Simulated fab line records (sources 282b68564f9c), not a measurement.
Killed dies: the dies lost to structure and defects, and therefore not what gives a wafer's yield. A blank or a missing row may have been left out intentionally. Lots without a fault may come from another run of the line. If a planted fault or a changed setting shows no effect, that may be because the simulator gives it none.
Problem report in the 8D (eight disciplines) form, filled by code    flow rit_cmos    the parts of the form that need people (team, actions taken, sign-off) are left out

== 1. WHAT WENT WRONG ==
At RIT_NLDD_STRIP_09, chamber_pressure_mTorr averages 1999 mTorr over 4 wafers from 2 lots, while fault-free wafers read 4000 mTorr, standard deviation 3.5. So: -99 or more standard deviations from the usual mean.
The step: strips in O2, time 180 s.
The first sign was on wafer L300.2 at day 4 20:26, on plasma_asher-04. At this step, 42 wafers from 14 lots have a number in the record. Rule for "out" (also "out of limits"): further than 4 standard deviations from the usual mean. All remaining wafers that have a number are taken as sound.

== 2. WHAT IT IS, AND WHAT IT ISN'T ==
question                     is                              is not
which readings at this step  chamber_pressure_mTorr          drypump_motor_current_A, o2_flow_sccm, rf_refl_power_W
which lots                   L300, L304                      L290, L291, L292, L293, L294, L295, L296, L297, L298, L308, L309, L310
which wafers of those lots   L300.2, L300.3, L304.1, L304.6  L300.1, L304.5
read on which tools          plasma_asher-04                 plasma_asher-01, plasma_asher-02
when                         from day 4 20:26                up to then (28 sound wafers); but 10 sound wafers of L304, L308, L309, L310 came after

== 3. WHAT RULES OUT EACH SUSPECT ==
Counting: any tool at a process step up to the reading remains a suspect provided it ran every lot that is out. Sound lots after the first of them don't rule it out here, since some wafers of a struck lot are sound.
- plasma_asher-04 at RIT_NLDD_STRIP_09 (strips in O2, time 180 s): kept. Every lot that is out went through it, the first being L300 (day 4 20:26); the last sound lot it ran before that was L298 (day 4 10:57). Out on those wafers are its own readings of chamber_pressure_mTorr.
- The sound lot-mates ran in chamber 1 of plasma_asher-04 at RIT_NLDD_STRIP_09, but the wafers that are out ran in chamber 0.
Remaining after the count: plasma_asher-04 at RIT_NLDD_STRIP_09.

== 4. THE CAUSE (what the simulator had put in) ==
plasma_asher-04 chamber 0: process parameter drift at RIT_NLDD_STRIP_09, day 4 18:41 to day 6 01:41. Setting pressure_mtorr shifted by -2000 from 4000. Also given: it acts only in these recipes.
This tool alone remained once counting was done.

== 5. SEQUENCE OF EFFECTS, ordered by route ==
Each row: a reading where the mean over the struck wafers with a number is more than 3 standard deviations away from the usual. Scope: only readings with a usual standard deviation given in the record; hours: median across lots of the time from each lot's start at the first step in this table that gives one to its start at this step; sigmas: change in usual standard deviations.
hours  step               reading                 usual       on struck wafers  change  sigmas
0      RIT_NLDD_STRIP_09  chamber_pressure_mTorr  4000 mTorr  1999              -2001   -99 or more
It contains these process steps:
- RIT_NLDD_STRIP_09: strips in O2, time 180 s.

== 6. HOW IT WOULD HAVE BEEN CAUGHT EARLIER ==
The fault began at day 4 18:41; the first out-of-limits reading in this record came at day 4 20:26, 2 hours later.
